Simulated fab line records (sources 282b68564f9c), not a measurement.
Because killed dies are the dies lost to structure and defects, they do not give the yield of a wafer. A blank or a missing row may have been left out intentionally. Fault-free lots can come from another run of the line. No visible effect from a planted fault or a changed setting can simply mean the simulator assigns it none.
fab line records    flow ritCmos    part 1 of 2: steps 1 to 43 of 45
[record] lots = 6  wafers = 18  lastDay = 7
route steps=202 shown PLDD@116 SPACER@125 NSD@131 PSD@142 SDANNEAL@153 SILICIDE@161 CONTACT@179 M1@202
lots with no fault: from the same line, run without faults
startH: hours from the record's opening day to when the first of the lot's shown wafers began    waitH: hours from the lot's prior step to this one    " repeats the value in the row above    L1.1+2: several wafers, shown together as one row    - either no value or no given start    * or withheld: withheld    < > ~ a bound
route shown NAME@n: a module of which the file shows steps, and the number in the route of the first    usual: average and standard deviation across the fault-free wafers    same: alike in all rows    chamber/n: place in a boat    sites: the reading at each site    _std_site: standard deviation of those values    _edge_site: inner sites' mean taken away from outer sites' mean    radiusMm: for every site, how far away it sits from the centre of the wafer    mask NAME#n: copy n    behind: tool/chamber where the wafer was last shaped    hold: why the lot was held/for how many hours/how that ended    device: which transistor (n, p or np) failed to switch    end of line: the same wafers' tests at the end of the route    where a step has no rows: the recipe by itself    killed: at the first sort, the dies lost to defects and structure; wafer yield is something else    map: the dies of a wafer, with x for killed, . for not killed, _ for no die there
set.NAME: the setting the step ran with; set.NAME@STEP: the setting that earlier step ran with    model.NAME: the simulator's own value behind a step, which no gauge read
lots at some steps of the route; a table a step, a row a wafer
services: from which hour (startH, from the record's first day; less than 0 if before it) a tool's chamber was out of use, for how many hours, and why
[[steps]]
[step RIT_PLDD_SOFTBAKE_02]
[recipe] resist = NOVOLAK  tempC = 90  timeS = 60
[step RIT_PLDD_EXPOSE_03]
[recipe] maskId = M8  na = 0.57  targetCdNm = 40900  doseMj = 250
[step RIT_PLDD_PEB_04]
[recipe] resist = NOVOLAK  tempC = withheld  timeS = withheld
[step RIT_PLDD_DEVELOP_05]
[recipe] resist = NOVOLAK  developTimeS = 50  devTempC = 23
[step RIT_PLDD_OVL_MEAS_06]
[usual] PLDD_OVL = 0.0/1.5
lot.wafer  tool        chamber  startH  waitH  PLDD_OVL[nm]
L565.2     overlay-02  -        53.56   -      -1.5
L565.4     "           -        "       "      -1.0
L565.6     "           -        "       "      -0.3
L567.2     overlay-02  -        63.68   -      1.3
L567.3     "           -        "       "      2.3
L567.5     "           -        "       "      1.5
L571.1     overlay-01  -        83.55   -      0.4
L571.2     "           -        "       "      0.4
L571.3     "           -        "       "      1.6
L573.4     overlay-01  -        93.49   -      0.3
L573.5     "           -        "       "      3.9
L573.6     "           -        "       "      0.6
L585.1     overlay-01  -        153.46  -      -0.9
L585.2     "           -        "       "      -0.5
L585.5     "           -        "       "      0.3
L586.3     overlay-02  -        159.14  -      -0.3
L586.4     "           -        "       "      0.6
L586.5     "           -        "       "      -0.2
[step RIT_PLDD_HARDBAKE_07]
[recipe] resist = NOVOLAK  tempC = 140  timeS = 60
[step RIT_PLDD_IMPLANT_08]
[recipe] species = BF2  energyKev = 20  doseCm2 = 9e+14  tiltDeg = 7
[step RIT_PLDD_STRIP_09]
[recipe] chemistry = O2  timeS = 180  resist = NOVOLAK  platenTempC = withheld  powerW = 500  pressureMtorr = 4000  o2FlowSccm = 4000
[usual] drypumpMotorCurrentA = 5.7/0.46  o2FlowSccm = 4001/12  rfReflPowerW = 5.7/1.3
lot.wafer  tool            chamber  startH  waitH  drypumpMotorCurrentA  o2FlowSccm  rfHoursCounterH  rfReflPowerW
L565.2     plasmaAsher-01  0        53.89   0.1    5.2                   3987        41               4.5
L565.4     "               0        "       "      5.2                   4000        -                4.6
L565.6     "               0        "       "      5.2                   4021        -                4.4
L567.2     plasmaAsher-04  1        64.01   0.1    6.5                   4006        43               6.3
L567.3     "               1        "       "      6.5                   4005        -                6.1
L567.5     "               1        "       "      6.5                   4007        -                6.5
L571.1     plasmaAsher-01  0        83.88   0.1    5.2                   3982        45               4.6
L571.2     "               1        "       "      6.0                   3985        45               7.1
L571.3     "               1        "       "      6.0                   4002        -                7.0
L573.4     plasmaAsher-01  0        93.87   0.1    5.2                   4017        -                4.5
L573.5     "               1        "       "      6.0                   3986        -                7.1
L573.6     "               0        "       "      5.2                   3993        -                4.6
L585.1     plasmaAsher-01  0        153.80  0.1    5.2                   4024        54               4.5
L585.2     "               1        "       "      5.9                   3999        54               7.2
L585.5     "               1        "       "      5.9                   3997        -                7.2
L586.3     plasmaAsher-01  0        159.52  0.1    5.2                   4007        -                4.3
L586.4     "               1        "       "      5.9                   3989        -                6.9
L586.5     "               1        "       "      5.9                   4002        -                7.0
[step RIT_PLDD_TW_MEAS_10]
[usual] PLDD_TW = 2329/13
lot.wafer  tool          chamber  startH  waitH  PLDD_TW
L565.2     filmMetro-02  -        54.08   0.1    2308
L565.4     "             -        "       "      2302
L565.6     "             -        "       "      2315
L567.2     filmMetro-03  -        64.19   0.1    2338
L567.3     "             -        "       "      2342
L567.5     "             -        "       "      2350
L571.1     filmMetro-04  -        84.06   0.1    2323
L571.2     "             -        "       "      2313
L571.3     "             -        "       "      2317
L573.4     filmMetro-03  -        94.01   0.1    2324
L573.5     "             -        "       "      2342
L573.6     "             -        "       "      2326
L585.1     filmMetro-04  -        153.97  0.1    2304
L585.2     "             -        "       "      2316
L585.5     "             -        "       "      2305
L586.3     filmMetro-03  -        159.66  0.1    2349
L586.4     "             -        "       "      2337
L586.5     "             -        "       "      2331
[step RIT_SPACER_CLEAN_00]
[recipe] chemistry = SC1  mix = 3:3:50  timeS = 600  tempC = 75
[step RIT_SPACER_CLEAN_01]
[recipe] chemistry = dHF  dilution = 50:1  timeS = 30
[step RIT_SPACER_CLEAN_02]
[recipe] chemistry = SC2  mix = 3:3:50  timeS = 600  tempC = 75  dry = n2Spin
[step RIT_SPACER_CVD_03]
[recipe] material = Si3N4  targetThkNm = 250  tempC = 810  precursor = SiH2Cl2/NH3  timeS = 3300  pressureMtorr = 300  sih2cl2FlowSccm = 60  nh3FlowSccm = 150
[usual] spikeTcSourceC = 828/4.8  zonePowerSourcePct = 22.3/1.4
lot.wafer  tool      chamber  startH  waitH  spikeTcSourceC  zonePowerSourcePct  model.Si3N4_of_SPACER_CVD_03.thkNm
L565.2     lpcvd-02  0        54.79   0.3    827             20.5                252.2
L565.4     "         0        "       "      828             20.8                252
L565.6     "         0        "       "      828             20.7                251.5
L567.2     lpcvd-02  1        64.63   0.0    827             21.0                254.1
L567.3     "         1        "       "      828             21.1                253.5
L567.5     "         1        "       "      828             21.2                255.2
L571.1     lpcvd-02  1        84.50   0.0    828             21.0                251.7
L571.2     "         1        "       "      827             21.1                252.2
L571.3     "         1        "       "      827             21.2                252.5
L573.4     lpcvd-02  1        94.41   0.0    828             21.0                249.6
L573.5     "         1        "       "      828             21.3                248.4
L573.6     "         1        "       "      828             21.4                247.3
L585.1     lpcvd-02  1        154.40  0.0    826             21.0                143.6
L585.2     "         1        "       "      827             20.8                143.9
L585.5     "         1        "       "      829             21.2                144.9
L586.3     lpcvd-02  1        160.07  0.0    827             21.0                140.7
L586.4     "         1        "       "      828             21.1                140.7
L586.5     "         1        "       "      828             21.2                141.3
[step RIT_SPACER_THK_MEAS_04]
[recipe] reads = Si3N4_of_SPACER_CVD_03
[usual] SPACER_NITRIDE_THK = 251.0/2.2
lot.wafer  tool          chamber  startH  waitH  SPACER_NITRIDE_THK[nm]
L565.2     filmMetro-01  -        56.72   0.0    252.1
L565.4     "             -        "       "      252.1
L565.6     "             -        "       "      251.4
L567.2     filmMetro-03  -        66.55   0.0    254.1
L567.3     "             -        "       "      253.3
L567.5     "             -        "       "      255.1
L571.1     filmMetro-04  -        87.38   0.0    251.7
L571.2     "             -        "       "      252.3
L571.3     "             -        "       "      252.5
L573.4     filmMetro-03  -        96.36   0.0    249.7
L573.5     "             -        "       "      248.2
L573.6     "             -        "       "      247.4
L585.1     filmMetro-01  -        156.32  0.0    143.6
L585.2     "             -        "       "      143.9
L585.5     "             -        "       "      144.8
L586.3     filmMetro-04  -        162.00  0.0    140.8
L586.4     "             -        "       "      140.7
L586.5     "             -        "       "      141.3
[step RIT_SPACER_ETCHBACK_05]
[recipe] targetDepthA = 2500  SF6_flow_sccm = 30  CHF3_flow_sccm = 30  target = Si3N4  chemistry = SF6/CHF3  pressureMtorr = 40  rfW = 250  timeS = 240  stopOn = SiO2
[usual] CHF3_flow_sccm = 30.00/0.09  drypumpMotorCurrentA = 6.1/0.36  oesProductAu = 0.848/0.013  throttleValvePct = 10.30/0.15
lot.wafer  tool        chamber  startH  waitH  CHF3_flow_sccm  drypumpMotorCurrentA  oesProductAu  rfHoursCounterH  throttleValvePct  model.etch.depthNm
L565.2     rieDiel-02  2        56.77   0.0    30.00           5.9                   0.853         159              10.24             252.2
L565.4     "           0        "       "      29.86           6.7                   0.853         64               10.06             252
L565.6     "           2        "       "      29.94           5.9                   0.845         -                10.26             251.5
L567.2     rieDiel-02  3        66.60   0.0    29.86           6.5                   0.871         152              10.50             254.1
L567.3     "           0        "       "      29.99           6.7                   0.854         64               10.05             253.5
L567.5     "           1        "       "      29.99           5.7                   0.846         -                10.38             255.2
L571.1     rieDiel-02  2        87.44   0.1    29.86           5.9                   0.841         159              10.24             251.7
L571.2     "           1        "       "      30.08           5.7                   0.841         110              10.41             252.2
L571.3     "           3        "       "      30.02           6.5                   0.872         152              10.47             252.5
L573.4     rieDiel-03  1        96.39   0.0    30.01           6.0                   0.851         14               10.22             249.6
L573.5     "           0        "       "      30.12           5.9                   0.840         -                10.44             248.4
L573.6     "           1        "       "      30.10           6.0                   0.839         -                10.23             247.3
L585.1     rieDiel-04  0        156.38  0.1    29.87           5.7                   0.572         132              10.01             143.6
L585.2     "           3        "       "      30.04           6.0                   0.591         6                10.17             143.9
L585.5     "           3        "       "      29.90           6.0                   0.584         -                10.15             144.9
L586.3     rieDiel-04  0        162.04  0.0    29.89           5.7                   0.570         132              10.02             140.7
L586.4     "           1        "       "      30.15           5.5                   0.577         35               10.20             140.7
L586.5     "           1        "       "      30.07           5.5                   0.582         -                10.19             141.3
[step RIT_NSD_HMDS_00]
[recipe] primeTimeS = 60  primeTempC = 140
[step RIT_NSD_COAT_01]
[recipe] resist = NOVOLAK  spinRpm = 3250  resistThkNm = 1000
[step RIT_NSD_SOFTBAKE_02]
[recipe] resist = NOVOLAK  tempC = 90  timeS = 60
[step RIT_NSD_EXPOSE_03]
[recipe] maskId = M9  na = 0.57  targetCdNm = 40700  doseMj = 250
[step RIT_NSD_PEB_04]
[recipe] resist = NOVOLAK  tempC = withheld  timeS = withheld
[step RIT_NSD_DEVELOP_05]
[recipe] resist = NOVOLAK  developTimeS = 50  devTempC = 23
[step RIT_NSD_OVL_MEAS_06]
[usual] NSD_OVL = 1.2/1.3
lot.wafer  tool        chamber  startH  waitH  NSD_OVL[nm]
L565.2     overlay-01  -        57.97   -      2.1
L565.4     "           -        "       "      -0.9
L565.6     "           -        "       "      1.3
L567.2     overlay-02  -        67.61   -      4.3
L567.3     "           -        "       "      2.8
L567.5     "           -        "       "      2.4
L571.1     overlay-01  -        88.44   -      -1.0
L571.2     "           -        "       "      2.7
L571.3     "           -        "       "      -0.4
L573.4     overlay-02  -        97.59   -      -0.3
L573.5     "           -        "       "      0.0
L573.6     "           -        "       "      0.0
L585.1     overlay-01  -        157.38  -      3.2
L585.2     "           -        "       "      1.7
L585.5     "           -        "       "      1.0
L586.3     overlay-01  -        163.06  -      2.9
L586.4     "           -        "       "      0.8
L586.5     "           -        "       "      1.3
[step RIT_NSD_HARDBAKE_07]
[recipe] resist = NOVOLAK  tempC = 140  timeS = 60
[step RIT_NSD_IMPLANT_08]
[recipe] species = P  energyKev = 25  doseCm2 = 1e+15  tiltDeg = 7
[step RIT_NSD_STRIP_09]
[recipe] chemistry = O2  timeS = 180  resist = NOVOLAK  platenTempC = withheld  powerW = 500  pressureMtorr = 4000  o2FlowSccm = 4000
[usual] drypumpMotorCurrentA = 5.8/0.48  o2FlowSccm = 4000/12  rfReflPowerW = 5.7/1.2
lot.wafer  tool            chamber  startH  waitH  drypumpMotorCurrentA  o2FlowSccm  rfHoursCounterH  rfReflPowerW
L565.2     plasmaAsher-01  1        58.30   0.1    6.0                   4008        41               7.1
L565.4     "               0        "       "      5.2                   4015        -                4.4
L565.6     "               0        "       "      5.2                   3973        -                4.4
L567.2     plasmaAsher-04  1        67.94   0.1    6.5                   3984        44               6.3
L567.3     "               0        "       "      5.8                   4030        -                4.4
L567.5     "               0        "       "      5.8                   4010        -                4.5
L571.1     plasmaAsher-01  1        88.77   0.1    5.9                   3975        46               6.9
L571.2     "               0        "       "      5.2                   4000        46               4.4
L571.3     "               0        "       "      5.2                   4009        -                4.4
L573.4     plasmaAsher-02  0        97.96   0.1    6.1                   4000        -                7.9
L573.5     "               1        "       "      4.9                   3969        -                6.4
L573.6     "               0        "       "      6.2                   4012        -                8.1
L585.1     plasmaAsher-04  0        157.71  0.1    5.8                   4018        55               4.3
L585.2     "               1        "       "      6.5                   3994        55               6.2
L585.5     "               1        "       "      6.5                   3994        -                6.3
L586.3     plasmaAsher-01  1        163.44  0.1    5.9                   3983        -                7.1
L586.4     "               0        "       "      5.2                   4000        -                4.5
L586.5     "               0        "       "      5.2                   3988        -                4.2
[step RIT_NSD_TW_MEAS_10]
[usual] NSD_TW = 3090/23
lot.wafer  tool          chamber  startH  waitH  NSD_TW
L565.2     filmMetro-03  -        58.48   0.1    3104
L565.4     "             -        "       "      3117
L565.6     "             -        "       "      3103
L567.2     filmMetro-02  -        68.12   0.1    3081
L567.3     "             -        "       "      3077
L567.5     "             -        "       "      3072
L571.1     filmMetro-02  -        88.95   0.1    3067
L571.2     "             -        "       "      3087
L571.3     "             -        "       "      3064
L573.4     filmMetro-03  -        98.11   0.1    3115
L573.5     "             -        "       "      3113
L573.6     "             -        "       "      3126
L585.1     filmMetro-03  -        157.89  0.1    3127
L585.2     "             -        "       "      3117
L585.5     "             -        "       "      3110
L586.3     filmMetro-02  -        163.58  0.1    3057
L586.4     "             -        "       "      3070
L586.5     "             -        "       "      3081
[step RIT_PSD_HMDS_00]
[recipe] primeTimeS = 60  primeTempC = 140
[step RIT_PSD_COAT_01]
[recipe] resist = NOVOLAK  spinRpm = 3250  resistThkNm = 1000
[step RIT_PSD_SOFTBAKE_02]
[recipe] resist = NOVOLAK  tempC = 90  timeS = 60
[step RIT_PSD_EXPOSE_03]
[recipe] maskId = M10  na = 0.57  targetCdNm = 40900  doseMj = 250
[step RIT_PSD_PEB_04]
[recipe] resist = NOVOLAK  tempC = withheld  timeS = withheld
[step RIT_PSD_DEVELOP_05]
[recipe] resist = NOVOLAK  developTimeS = 50  devTempC = 23
[step RIT_PSD_OVL_MEAS_06]
[usual] PSD_OVL = 0.3/1.3
lot.wafer  tool        chamber  startH  waitH  PSD_OVL[nm]
L565.2     overlay-01  -        59.51   -      -0.9
L565.4     "           -        "       "      1.5
L565.6     "           -        "       "      1.4
L567.2     overlay-02  -        69.03   -      1.2
L567.3     "           -        "       "      -1.1
L567.5     "           -        "       "      -0.1
L571.1     overlay-02  -        90.06   -      3.7
L571.2     "           -        "       "      2.9
L571.3     "           -        "       "      2.9
L573.4     overlay-01  -        99.01   -      -1.2
L573.5     "           -        "       "      0.5
L573.6     "           -        "       "      -0.7
L585.1     overlay-02  -        158.92  -      -2.2
L585.2     "           -        "       "      -1.2
L585.5     "           -        "       "      -0.4
L586.3     overlay-01  -        164.48  -      0.8
L586.4     "           -        "       "      -0.9
L586.5     "           -        "       "      1.0
[step RIT_PSD_HARDBAKE_07]
[recipe] resist = NOVOLAK  tempC = 140  timeS = 60
[step RIT_PSD_IMPLANT_08]
[recipe] species = BF2  energyKev = 27  doseCm2 = 5e+15  tiltDeg = 7
[step RIT_PSD_STRIP_09]
[recipe] chemistry = O2  timeS = 180  resist = NOVOLAK  platenTempC = withheld  powerW = 500  pressureMtorr = 4000  o2FlowSccm = 4000
[usual] drypumpMotorCurrentA = 5.9/0.57  o2FlowSccm = 4001/13  rfReflPowerW = 5.9/1.5
lot.wafer  tool            chamber  startH  waitH  drypumpMotorCurrentA  o2FlowSccm  rfHoursCounterH  rfReflPowerW
L565.2     plasmaAsher-04  1        59.84   0.1    6.5                   4014        42               6.7
L565.4     "               1        "       "      6.5                   4008        -                6.8
L565.6     "               0        "       "      5.8                   4002        -                4.7
L567.2     plasmaAsher-04  0        69.36   0.1    5.8                   3998        44               4.5
L567.3     "               0        "       "      5.8                   4009        -                4.7
L567.5     "               1        "       "      6.5                   4013        -                6.2
L571.1     plasmaAsher-04  0        90.40   0.1    5.8                   4002        47               4.5
L571.2     "               1        "       "      6.5                   4000        47               6.2
L571.3     "               1        "       "      6.5                   3997        -                6.5
L573.4     plasmaAsher-04  0        99.38   0.1    5.8                   3995        -                4.2
L573.5     "               0        "       "      5.8                   3994        -                4.5
L573.6     "               1        "       "      6.5                   3978        -                6.4
L585.1     plasmaAsher-02  0        159.26  0.1    6.1                   3996        3                8.2
L585.2     "               1        "       "      4.9                   4013        3                6.6
L585.5     "               0        "       "      6.1                   3995        -                7.9
L586.3     plasmaAsher-04  0        164.86  0.1    5.8                   4007        -                4.5
L586.4     "               1        "       "      6.5                   4017        -                6.4
L586.5     "               1        "       "      6.5                   4011        -                6.6
[step RIT_PSD_TW_MEAS_10]
[usual] PSD_TW = 3390/18
lot.wafer  tool          chamber  startH  waitH  PSD_TW
L565.2     filmMetro-03  -        60.03   0.1    3430
L565.4     "             -        "       "      3421
L565.6     "             -        "       "      3424
L567.2     filmMetro-04  -        69.54   0.1    3352
L567.3     "             -        "       "      3368
L567.5     "             -        "       "      3372
L571.1     filmMetro-04  -        90.57   0.1    3359
L571.2     "             -        "       "      3369
L571.3     "             -        "       "      3376
L573.4     filmMetro-02  -        99.53   0.1    3393
L573.5     "             -        "       "      3384
L573.6     "             -        "       "      3395
L585.1     filmMetro-02  -        159.43  0.1    3392
L585.2     "             -        "       "      3407
L585.5     "             -        "       "      3390
L586.3     filmMetro-02  -        165.00  0.1    3386
L586.4     "             -        "       "      3376
L586.5     "             -        "       "      3382
[step RIT_SDANNEAL_CLEAN_00]
[recipe] chemistry = SC1  mix = 3:3:50  timeS = 600  tempC = 75
[step RIT_SDANNEAL_CLEAN_01]
[recipe] chemistry = dHF  dilution = 50:1  timeS = 30
[step RIT_SDANNEAL_CLEAN_02]
[recipe] chemistry = SC2  mix = 3:3:50  timeS = 600  tempC = 75  dry = n2Spin
[step RIT_SDANNEAL_RTA_03]
[recipe] tempC = 1050  timeS = 5  idleTempC = 600  rampUpCPerS = 342  rampDownCPerS = 171  coolToC = 600  ambient = N2
[usual] rampDownCPerS = 171.00/0.031  wafer_temp_C_max = 1053.4/1
lot.wafer  tool          chamber  startH  waitH  rampDownCPerS  wafer_temp_C_max
L565.2     rtpAnneal-01  0        60.46   0.0    171.02         1054.1
L565.4     "             0        "       "      171.07         1051.7
L565.6     "             0        "       "      171.02         1052.7
L567.2     rtpAnneal-01  0        69.99   0.0    171.05         1054.1
L567.3     "             0        "       "      171.02         1053.0
L567.5     "             0        "       "      170.96         1053.4
L571.1     rtpAnneal-01  0        91.00   0.0    171.05         1052.5
L571.2     "             0        "       "      170.98         1054.5
L571.3     "             0        "       "      171.00         1053.8
L573.4     rtpAnneal-01  0        99.96   0.0    171.02         1053.6
L573.5     "             0        "       "      170.98         1052.6
L573.6     "             0        "       "      171.08         1052.3
L585.1     rtpAnneal-02  0        159.86  0.0    170.93         1052.4
L585.2     "             0        "       "      171.03         1053.0
L585.5     "             0        "       "      171.02         1053.7
L586.3     rtpAnneal-01  0        165.44  0.0    170.99         1053.2
L586.4     "             0        "       "      170.98         1053.5
L586.5     "             0        "       "      170.97         1052.8
[step RIT_SDANNEAL_RS_MEAS_04]
[recipe] thkMeasGauge = four-point-probe
[usual] PSD_RS = 115.80/0.26
lot.wafer  tool          chamber  startH  waitH  PSD_RS[ohm/sq]
L565.2     filmMetro-02  -        60.52   0.1    115.92
L565.4     "             -        "       "      116.05
L565.6     "             -        "       "      115.61
L567.2     filmMetro-04  -        70.06   0.1    116.14
L567.3     "             -        "       "      115.83
L567.5     "             -        "       "      116.26
L571.1     filmMetro-03  -        91.06   0.0    115.76
L571.2     "             -        "       "      115.97
L571.3     "             -        "       "      115.90
L573.4     filmMetro-03  -        100.05  0.1    116.10
L573.5     "             -        "       "      116.07
L573.6     "             -        "       "      115.94
L585.1     filmMetro-02  -        159.92  0.0    115.81
L585.2     "             -        "       "      115.77
L585.5     "             -        "       "      115.84
L586.3     filmMetro-04  -        165.52  0.1    115.56
L586.4     "             -        "       "      115.69
L586.5     "             -        "       "      115.76
[step RIT_SILICIDE_WET_ETCH_00]
[recipe] chemistry = BOE  target = SiO2  targetDepthNm = 14  timeS = 15  dry = n2Spin  dilution = 10:1  tempC = 21.5
[usual] tempC = 21.50/0.11
lot.wafer  tool         chamber  startH  waitH  tempC  model.Si3N4_of_SPACER_CVD_03.thkNm
L565.2     wetBench-02  2        60.98   0.1    21.64  198.4
L565.4     "            2        "       "      21.36  197.2
L565.6     "            2        "       "      21.68  197.8
L567.2     wetBench-02  3        70.52   0.1    21.58  199.5
L567.3     "            3        "       "      21.70  198.3
L567.5     "            3        "       "      21.87  197.8
L571.1     wetBench-01  1        91.54   0.1    21.61  197.3
L571.2     "            1        "       "      21.59  196.5
L571.3     "            1        "       "      21.61  198.4
L573.4     wetBench-03  2        100.47  0.0    21.52  196.7
L573.5     "            2        "       "      21.41  194.3
L573.6     "            2        "       "      21.45  195.2
L585.1     wetBench-01  2        160.40  0.1    21.65  112.1
L585.2     "            2        "       "      21.54  111
L585.5     "            2        "       "      21.47  111.5
L586.3     wetBench-02  2        165.96  0.1    21.55  109.4
L586.4     "            2        "       "      21.54  107.7
L586.5     "            2        "       "      21.50  108.1
[[key]]
[firstSign] step = RIT_SPACER_THK_MEAS_04  reading = SPACER_NITRIDE_THK  direction = down  sigmas = 49  usual = 251.0  struck = 142.5
[effect] step = RIT_SPACER_ETCHBACK_05  reading = oesProductAu  direction = down  sigmas = 21  usual = 0.848  struck = 0.579
[modelEffect] step = RIT_SPACER_CVD_03  value = Si3N4_of_SPACER_CVD_03.thkNm  without = 250.9  struck = 142.5
[modelEffect] step = RIT_SPACER_ETCHBACK_05  value = etch.depthNm  without = 250.9  struck = 142.5
[modelEffect] step = RIT_SILICIDE_WET_ETCH_00  value = Si3N4_of_SPACER_CVD_03.thkNm  without = 194.5  struck = 110
[modelEffect] step = RIT_CONTACT_ETCH_11  value = CONTACT.cdNm  without = 1002  struck = 996.4
[modelEffect] step = RIT_M1_PROBE_99  value = etest.pplusSal.widthNm  without = 3480  struck = 3646
metAt RIT_SPACER_CVD_03
struckWafers L585.1,L585.2,L585.5,L586.3,L586.4,L586.5
testerLeftOut L585,L586
[loopTrim] step = RIT_CONTACT_EXPOSE_05  setting = dose  lots = L585,L586
onsetBetween 94.41 154.40
alsoFits time
[fault] kind = processParameterDrift  tool = lpcvd-02  chamber = 1  onsetH = 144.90  steps = RIT_SPACER_CVD_03  channel = targetThkNm  offset = -108.34  shape = step  endH = 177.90  actsIn = theseRecipesOnly  stated = 250
// testerLeftOut: of these lots the tester's yield and bins aren't shown, on N5 and GAA mostly nor the transistor test; their killed dies are dies lost to structure and defects alone, not to doping, threshold or leakage, so they don't give the yield
// loopTrim: a control loop set the setting to another value than it would have without faults
